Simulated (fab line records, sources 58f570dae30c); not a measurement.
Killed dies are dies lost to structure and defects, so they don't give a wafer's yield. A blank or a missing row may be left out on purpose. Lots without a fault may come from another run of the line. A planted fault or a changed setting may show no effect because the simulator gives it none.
Problem report in the 8D (eight disciplines) form, filled by code | flow berkeley_cmos170 | the parts of the form that need people (team, actions taken, sign-off) are left out

1. THE PROBLEM
M3_AL_RS at UCB170_M3_RS_MEAS_02 reads a mean of 0.0241 ohm/sq on 2 wafers of 2 lots; wafers without a fault read 0.0322 ohm/sq with a standard deviation of 0.00033. That is -25 standard deviations from the usual mean.
The step: measures by four-point-probe.
First seen on wafer L503.4, day 11 15:02, on film_metro-03. The record holds 42 wafers of 14 lots with a number at this step. Rule for "out", or "out of limits": more than 4 standard deviations from the usual mean. The other wafers with a number count as sound.

2. WHAT IT IS AND WHAT IT IS NOT
question                    | is                           | is not
which readings at this step | M3_AL_RS                     | -
which lots                  | L503, L506                   | L490, L493, L495, L496, L497, L498, L501, L504, L509, L510, L511, L513
which wafers of those lots  | L503.4, L506.3               | L503.2, L503.5, L506.2, L506.4
read on which gauges        | film_metro-01, film_metro-03 | film_metro-02
when                        | from day 11 15:02            | up to then (23 sound wafers); but 17 sound wafers of L504, L506, L509, L510, L511, L513 came after

3. SUSPECTS, AND WHAT RULES EACH OUT
Counting: a tool at a process step up to the reading stays a suspect if it ran every lot that is out. Sound lots after the first of them don't rule it out here, since some wafers of a struck lot are sound.
- the gauge at UCB170_M3_RS_MEAS_02: ruled out. The wafers that are out were read on 2 gauges (film_metro-01, film_metro-03).
- plasma_asher-03 at UCB170_M2_STRIP_19 (strips in O2): kept. It ran every lot that is out, first L503 (day 11 12:05); its last sound lot up to then is L501 (day 11 04:26).
- pvd_sputter-02 at UCB170_M3_SPUTTER_01 (material Al, target thk 900 nm, time 120 s): kept. It ran every lot that is out, first L503 (day 11 14:56); its last sound lot up to then is L497 (day 10 22:10).
Left after counting: plasma_asher-03 at UCB170_M2_STRIP_19, pvd_sputter-02 at UCB170_M3_SPUTTER_01.

4. THE CAUSE (what the simulator had put in)
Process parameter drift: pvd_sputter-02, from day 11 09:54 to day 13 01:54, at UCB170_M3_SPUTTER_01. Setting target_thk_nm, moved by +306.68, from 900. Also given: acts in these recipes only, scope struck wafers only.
Counting left 2 suspects, and this tool is among them.

5. THE CHAIN OF EFFECTS, in route order
Each row: a reading whose mean over the struck wafers that have a number lies more than 3 standard deviations from the usual. Only readings for which the record gives a usual standard deviation are gone through. hours: the time from each lot's start at the first step in this table that gives one to its start at this step, as a median over the lots. sigmas: the change in usual standard deviations.
hours | step                    | reading               | usual         | on struck wafers | change  | sigmas
0     | UCB170_M3_RS_MEAS_02    | M3_AL_RS              | 0.0322 ohm/sq | 0.0241           | -0.0081 | -25
0     | UCB170_M3_THK_MEAS_03   | M3_AL_THK             | 892 nm        | 1193             | +301    | +32
2     | UCB170_M3_METAL_ETCH_18 | he_backside_leak_sccm | 3.3 sccm      | 5.0              | +1.7    | +4.2
2     | UCB170_M3_METAL_ETCH_18 | oes_product_au        | 0.855 a.u.    | 1.005            | +0.150  | +15
3     | UCB170_M3_PROBE_99      | defect_limited_yield  | 98.8 %        | 12.7             | -86.1   | -99 or more
3     | UCB170_M3_PROBE_99      | killed_at_M0_to_M3    | 0.9           | 229.5            | +228.6  | +99 or more
3     | UCB170_M3_PROBE_99      | killed_dies           | 3.2           | 230.5            | +227.3  | +99 or more
3     | UCB170_M3_PROBE_99      | killed_on_rim         | 0.8           | 56.0             | +55.2   | +70
3     | UCB170_M3_PROBE_99      | sort_bin_5_function   | 0.7 %         | 86.3             | +85.6   | +99 or more
3     | UCB170_M3_PROBE_99      | sort_n_pass           | 260.8         | 33.5             | -227.3  | -99 or more
3     | UCB170_M3_PROBE_99      | sort_yield_pct        | 98.8 %        | 12.7             | -86.1   | -99 or more
The process steps in it:
- UCB170_M3_METAL_ETCH_18: etches Al in Cl2/BCl3, stops on SiO2, target depth 1170 nm, time 195 s.
- UCB170_M3_PROBE_99
Later measuring or inspecting steps at which every struck wafer that the step has a row for has a number for every such reading, and none has moved that far: UCB170_M3_CD_MEAS_15.

6. WHAT WOULD HAVE CAUGHT IT SOONER
In this record the first reading out of limits at a measuring or inspecting step was taken at day 11 15:02, 5 hours after the fault began at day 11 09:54.
Of the tool readings at UCB170_M3_SPUTTER_01 for which the record gives a usual standard deviation, none was out on any struck wafer, so an alarm limit of 4 standard deviations on them would not have fired.
Of the lots that are out (2), L506 began UCB170_M3_SPUTTER_01 on pvd_sputter-02 after day 11 15:02. A hold on the tool at that time would have spared it.
